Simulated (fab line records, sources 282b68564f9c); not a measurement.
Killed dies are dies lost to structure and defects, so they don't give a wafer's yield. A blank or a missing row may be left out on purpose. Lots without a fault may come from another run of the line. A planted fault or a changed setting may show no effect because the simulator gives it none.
Which tool did it? | flow rit_cmos | 14 lots, 42 wafers sampled, at 4 steps of a route of 202

WHAT THE GAUGES READ, wafer by wafer
RIT_ACTIVE_BOW_MEAS_00.
lot  | measured    | on            | INCOMING_BOW (um)
L103 | day 1 15:00 | film_metro-03 | 13 0 0
L105 | day 2 01:01 | film_metro-02 | 8 -4 0
L106 | day 2 06:01 | film_metro-03 | -3 4 1
L110 | day 3 02:01 | film_metro-01 | -1 16 -14
L111 | day 3 07:02 | film_metro-01 | 2 -5 -4
L112 | day 3 12:00 | film_metro-02 | -3 -13 -12
L113 | day 3 17:01 | film_metro-03 | 1 -2 -12
L117 | day 4 13:00 | film_metro-02 | -5 5 7
L118 | day 4 18:01 | film_metro-02 | -6 -7 -11
L119 | day 4 23:02 | film_metro-02 | -5 5 1
L120 | day 5 04:00 | film_metro-01 | -6 6 -5
L122 | day 5 14:01 | film_metro-03 | -13 3 -1
L123 | day 5 19:00 | film_metro-02 | 9 -21 9
L125 | day 6 05:00 | film_metro-02 | -2 -3 8

RIT_PWELL_OVL_MEAS_06.
lot  | measured    | on         | PWELL_OVL (nm)
L103 | day 2 08:02 | overlay-01 | 1.1 0.1 2.0
L105 | day 2 13:38 | overlay-02 | -1.5 0.5 0.3
L106 | day 2 22:10 | overlay-01 | 1.0 2.5 0.9
L110 | day 3 21:13 | overlay-01 | - - -
L111 | day 3 20:55 | overlay-02 | - - -
L112 | day 4 04:46 | overlay-01 | -0.2 0.5 -0.8
L113 | day 4 10:17 | overlay-02 | 0.1 -0.8 -0.1
L117 | day 5 04:22 | overlay-01 | 0.2 1.3 -0.4
L118 | day 5 07:20 | overlay-01 | -0.1 -2.5 -0.8
L119 | day 5 14:59 | overlay-01 | 0.5 0.3 1.8
L120 | day 5 20:25 | overlay-02 | 0.1 -0.6 -0.3
L122 | day 6 06:42 | overlay-01 | 0.9 1.7 0.4
L123 | day 6 10:32 | overlay-02 | 0.2 -0.9 -1.0
L125 | day 6 17:40 | overlay-02 | 0.4 0.5 0.7

RIT_FOX2_THK_MEAS_91.
lot  | measured    | on            | FIELD_OXIDE_LEFT_2_THK (nm)
L103 | day 2 17:53 | film_metro-02 | 248 248 244
L105 | day 3 01:14 | film_metro-04 | 249 249 252
L106 | day 3 10:13 | film_metro-04 | 265 260 264
L110 | day 4 07:17 | film_metro-04 | 247 252 248
L111 | day 4 07:04 | film_metro-04 | 251 251 243
L112 | day 4 15:18 | film_metro-02 | 264 260 264
L113 | day 4 21:06 | film_metro-01 | 253 254 260
L117 | day 5 14:29 | film_metro-01 | 253 253 258
L118 | day 5 17:09 | film_metro-04 | 260 263 265
L119 | day 6 00:57 | film_metro-02 | 255 258 259
L120 | day 6 07:14 | film_metro-04 | 260 258 255
L122 | day 6 16:31 | film_metro-01 | 254 253 257
L123 | day 6 21:45 | film_metro-01 | 245 245 246
L125 | day 7 03:46 | film_metro-02 | 238 236 237

WHICH TOOL RAN EACH LOT (tool, then ch and the chambers of the sampled wafers, then the start)
lot  | RIT_PWELL_DEVELOP_05
L103 | litho_track-02 ch 0, day 2 07:00
L105 | litho_track-02 ch 0, day 2 13:00
L106 | litho_track-03 ch 0, day 2 22:00
L110 | litho_track-02, day 3 21:00
L111 | litho_track-02, day 3 20:00
L112 | litho_track-02 ch 0, day 4 04:00
L113 | litho_track-02 ch 0, day 4 10:00
L117 | litho_track-01 ch 0, day 5 04:00
L118 | litho_track-03 ch 0, day 5 07:00
L119 | litho_track-01 ch 0, day 5 14:00
L120 | litho_track-03 ch 0, day 5 20:00
L122 | litho_track-03 ch 0, day 6 06:00
L123 | litho_track-01 ch 0, day 6 10:00
L125 | litho_track-02 ch 0, day 6 17:00
- RIT_PWELL_DEVELOP_05: develop time 68 s.

WHAT THE TOOLS THEMSELVES READ (means of the sampled wafers that have a number; where no wafer has one, the mark that the record gives instead)
RIT_PWELL_DEVELOP_05.
lot  | tool           | chill_plate_temp_C (C)
L103 | litho_track-02 | 22.97
L105 | litho_track-02 | 22.95
L106 | litho_track-03 | 23.08
L110 | litho_track-02 | -
L111 | litho_track-02 | -
L112 | litho_track-02 | 23.08
L113 | litho_track-02 | 22.99
L117 | litho_track-01 | 23.04
L118 | litho_track-03 | 22.96
L119 | litho_track-01 | 22.93
L120 | litho_track-03 | 22.85
L122 | litho_track-03 | 23.02
L123 | litho_track-01 | 23.20
L125 | litho_track-02 | 23.00

THE ANSWER, worked out from the rows above alone
Rule: what is usual is taken from the lots themselves. Put in order of their means at a reading, lots are off if they are a third of the lots or fewer, leave a main group of 4 or more, and stand apart from it by a gap of 3 or more times the standard deviation of the main group's means; of several such gaps the widest counts. A main group whose means are all the same, to the digits that the tables above print for the reading, isn't used. A lot without any number at a reading at which 4 lots or more have one is off too. The other lots that the step has rows for count as sound. The gauges are gone through in route order, then the tools' own readings, and for those a lot's mean is taken as printed above. The first step at which some lot is off is used, and at that step the reading that is off furthest; a lot without a number counts as furthest.
Off: L110, L111, at RIT_PWELL_OVL_MEAS_06 (PWELL_OVL). Without a number there: L110, L111. The main group: mean 0.2 nm, standard deviation 0.75.
A tool fits if, at a process step before that reading, it ran every lot that is off, and no sound lot after the first of them. The gauges at RIT_PWELL_OVL_MEAS_06 aren't tried: what is off there is off at RIT_PWELL_DEVELOP_05 too, on other tools, and a gauge's error can't cause that. None of those tried fits.

WHAT THE SIMULATOR HAD PUT IN
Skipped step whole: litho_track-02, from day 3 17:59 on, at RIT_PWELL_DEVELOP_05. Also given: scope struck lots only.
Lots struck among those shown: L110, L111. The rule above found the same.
